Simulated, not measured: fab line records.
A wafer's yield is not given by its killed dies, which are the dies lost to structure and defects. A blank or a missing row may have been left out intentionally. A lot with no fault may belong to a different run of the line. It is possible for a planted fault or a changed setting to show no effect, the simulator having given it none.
What tool caused it?    flow ritCmos    15 lots with 45 wafers sampled at 3 steps, on a route of 202 steps

== WHAT THE GAUGES SHOWED, per wafer ==
RIT_GATE_OVL_MEAS_17. Usual: GATE_OVL -0.6 nm, standard deviation 1.4.
lot   measured     on          GATE_OVL (nm)   flag
L959  day 2 16:15  overlay-01  -1.2 -0.9 -0.6  
L960  day 2 20:21  overlay-02  -0.4 -1.3 -3.1  
L961  day 3 01:42  overlay-02  -2.8 -2.9 -3.0  
L964  day 3 17:34  overlay-02  -1.2 -2.3 -0.9  
L965  day 3 23:20  overlay-01  1.3 1.7 1.3     
L966  day 4 04:19  overlay-02  1.6 1.4 1.7     
L967  day 4 06:04  overlay-02  3.1 1.5 0.7     
L968  day 4 16:14  overlay-02  0.5 1.2 1.7     
L969  day 4 20:25  overlay-02  -0.3 0.1 0.2    
L971  day 5 04:52  overlay-01  -1.6 -2.3 -1.1  
L972  day 5 16:31  overlay-01  -0.3 -0.9 0.5   
L977  day 7 00:36  overlay-02  -0.7 -0.9 1.2   
L978  day 7 03:39  overlay-02  -0.2 -1.9 0.2   
L980  day 7 19:21  overlay-01  0.0 -0.1 -1.7   
L982  day 7 22:35  overlay-02  -0.6 -2.1 -1.8  

RIT_M1_CD_MEAS_09: target cd 2600 nm. Usual: cdNm at 2599.7 nm, with a standard deviation of 2.
lot   measured     on        cdNm (nm)             flag
L959  day 3 10:46  cdSem-02  2601.9 2602.5 2600.9  
L960  day 3 15:23  cdSem-01  2601.9 2602.2 2602.7  
L961  day 3 20:37  cdSem-02  2599.4 2600.5 2599.3  
L964  day 4 12:42  cdSem-02  2599.0 2599.8 2600.8  
L965  day 4 18:34  cdSem-02  2599.7 2595.4 2598.2  
L966  day 4 22:20  cdSem-02  2599.8 2600.5 2599.4  
L967  day 5 00:58  cdSem-01  2604.3 2603.7 2604.8  
L968  day 5 10:02  cdSem-01  2596.1 2597.0 2596.8  
L969  day 5 15:28  cdSem-01  2599.4 2597.9 2599.1  
L971  day 6 01:32  cdSem-01  2600.9 2599.5 2599.6  
L972  day 6 09:28  cdSem-02  2597.6 2597.6 2598.9  
L977  day 7 19:06  cdSem-02  2600.5 2599.5 2599.5  
L978  day 8 02:22  cdSem-01  2600.8 2602.1 2600.4  
L980  day 8 14:24  cdSem-02  2597.8 2599.2 2599.4  
L982  day 8 20:22  cdSem-01  2597.9 2598.7 2596.9  

== EACH LOT AND THE TOOL THAT RAN IT (in order: tool; ch and the chambers of the sampled wafers; start) ==
lot   RIT_PLDD_STRIP_09
L959  plasmaAsher-04 ch 0,1, day 2 23:26
L960  plasmaAsher-03 ch 0,1, day 3 03:18
L961  plasmaAsher-04 ch 0,1, day 3 09:28
L964  plasmaAsher-03 ch 0,1, day 4 01:46
L965  plasmaAsher-01 ch 0,1, day 4 07:35
L966  plasmaAsher-03 ch 0,1, day 4 11:25
L967  plasmaAsher-03 ch 0,1, day 4 13:27
L968  plasmaAsher-01 ch 0,1, day 4 23:05
L969  plasmaAsher-01 ch 0,1, day 5 03:42
L971  plasmaAsher-03 ch 0,1, day 5 13:28
L972  plasmaAsher-01 ch 0,1, day 5 22:41
L977  plasmaAsher-04 ch 0,1, day 7 08:01
L978  plasmaAsher-03 ch 0,1, day 7 12:53
L980  plasmaAsher-03 ch 0,1, day 8 03:25
L982  plasmaAsher-03 ch 0,1, day 8 09:05
- RIT_PLDD_STRIP_09: strips in O2, time 180 s.

== AS READ BY THE TOOLS THEMSELVES (means over the sampled wafers that have a number; for cases with no such wafer, the mark the record gives instead) ==
RIT_PLDD_STRIP_09. Usual: drypumpMotorCurrentA at 5.4 A, with a standard deviation of 0.33.
lot   tool            drypumpMotorCurrentA (A)  flag
L959  plasmaAsher-04  5.7                       
L960  plasmaAsher-03  5.6                       
L961  plasmaAsher-04  5.5                       
L964  plasmaAsher-03  5.6                       
L965  plasmaAsher-01  5.2                       
L966  plasmaAsher-03  5.6                       
L967  plasmaAsher-03  5.4                       
L968  plasmaAsher-01  5.0                       
L969  plasmaAsher-01  5.2                       
L971  plasmaAsher-03  5.4                       
L972  plasmaAsher-01  5.0                       
L977  plasmaAsher-04  5.7                       
L978  plasmaAsher-03  5.5                       
L980  plasmaAsher-03  5.6                       
L982  plasmaAsher-03  5.6                       

== THE ANSWER, worked out from the rows above alone ==
Rule: lot off if the mean of its wafers having a number is beyond 3 standard deviations from the usual mean. Also off: a lot with no number at a reading for which 4 or more lots have one. Where the step has rows for the other lots, those lots are counted as sound. The gauges are gone through in route order, then the tools' own readings, and for those a lot's mean is taken as printed above. The first step at which some lot is off is used, and at that step the reading that is off furthest; a lot without a number counts as furthest.
No lot is off at any reading shown: from this, nothing can be told.

== WHAT THE SIMULATOR HAD PUT IN ==
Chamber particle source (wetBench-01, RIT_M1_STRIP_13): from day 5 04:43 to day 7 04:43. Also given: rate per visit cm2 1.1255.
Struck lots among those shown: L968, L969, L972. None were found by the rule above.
